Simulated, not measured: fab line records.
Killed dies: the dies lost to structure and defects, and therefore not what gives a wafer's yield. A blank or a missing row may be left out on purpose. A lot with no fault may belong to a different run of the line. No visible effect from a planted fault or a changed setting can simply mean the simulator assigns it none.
2 desks looking at one fault -- flow berkeley-cmos170 -- each desk has only its own numbers; what lay behind them comes last

== FROM THE METROLOGY DESK ==
What the gauges read, lot by lot, whatever tool the lot ran on: means of the sampled wafers that have a number. Any lot whose mean is over 4 standard deviations away from the usual mean is out of limits and marked OUT; that distance is given in the brackets.
Columns: A = SILICIDE_TI_THK at UCB170_SILICIDE_THK_MEAS_03, usual 30.33 nm; B = CONTACT_PSG_THK at UCB170_CONTACT_THK_MEAS_02, usual 701 nm; C = cd-nm at UCB170_V2_CD_MEAS_90, usual 700.2 nm
lot,first seen here,A,B,C
L146,day 7 17:22,29.86,703,700.5
L147,day 7 17:40,30.38,687,701.1
L149,day 8 09:43,30.21,703,699.9
L150,day 8 09:55,30.37,706,699.3
L152,day 8 20:35,30.66,714,698.0
L151,day 8 20:44,30.31,702,698.9
L155,day 9 09:35,30.12,708,698.4
L154,day 9 10:11,30.25,710,701.0
L157,day 9 19:15,30.16,703,698.6
L158,day 10 04:30,30.38,698,699.5
L163,day 10 19:26,30.51,696,702.0
L168,day 12 06:31,30.46,711,701.5
L167,day 12 07:02,30.40,1164 (+66) OUT,-
This desk finds L167 out of limits, with the earliest case on L167 at day 12 10:14 (CONTACT_PSG_THK at UCB170_CONTACT_THK_MEAS_02). Within limits: L146, L147, L149, L150, L152, L151, L155, L154, L157, L158, L163, L168.

== THE TOOL OWNER'S DESK: lpcvd-02 ==
The tool's own readings at UCB170_CONTACT_CVD_01 (deposits PSG from SiH4/O2/PH3, target thk 700 nm, time 2820 s): means of the sampled wafers that have a number, for each lot that ran on this tool. Any lot whose mean is over 4 standard deviations away from the usual mean is out of limits and marked OUT; that distance is given in the brackets.
Columns: A = zone-power-source-pct at UCB170_CONTACT_CVD_01, usual 7.15 %
lot,first seen here,A
L149,day 8 10:11,7.21
L152,day 8 20:53,7.21
L155,day 9 09:55,7.19
L154,day 9 12:35,7.20
L167,day 12 08:28,7.17
This desk's verdict: no lot among the 5 shows anything out of limits.

== PUT TOGETHER ==
On L167, the metrology desk was in a position to raise an alarm at day 12 10:14.
Nothing out of limits was seen by the tool owner's desk.
On record at the tool owner's desk: L167, within its limits.
Every lot named ran UCB170_CONTACT_CVD_01 on lpcvd-02.

== WHAT HAD BEEN PUT IN BY THE SIMULATOR ==
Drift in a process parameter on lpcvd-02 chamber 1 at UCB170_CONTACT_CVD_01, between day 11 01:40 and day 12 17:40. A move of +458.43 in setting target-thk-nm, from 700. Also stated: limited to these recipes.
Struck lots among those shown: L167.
Time in hours between the start of the fault and the first out-of-limits reading at each desk: metrology desk, 33.
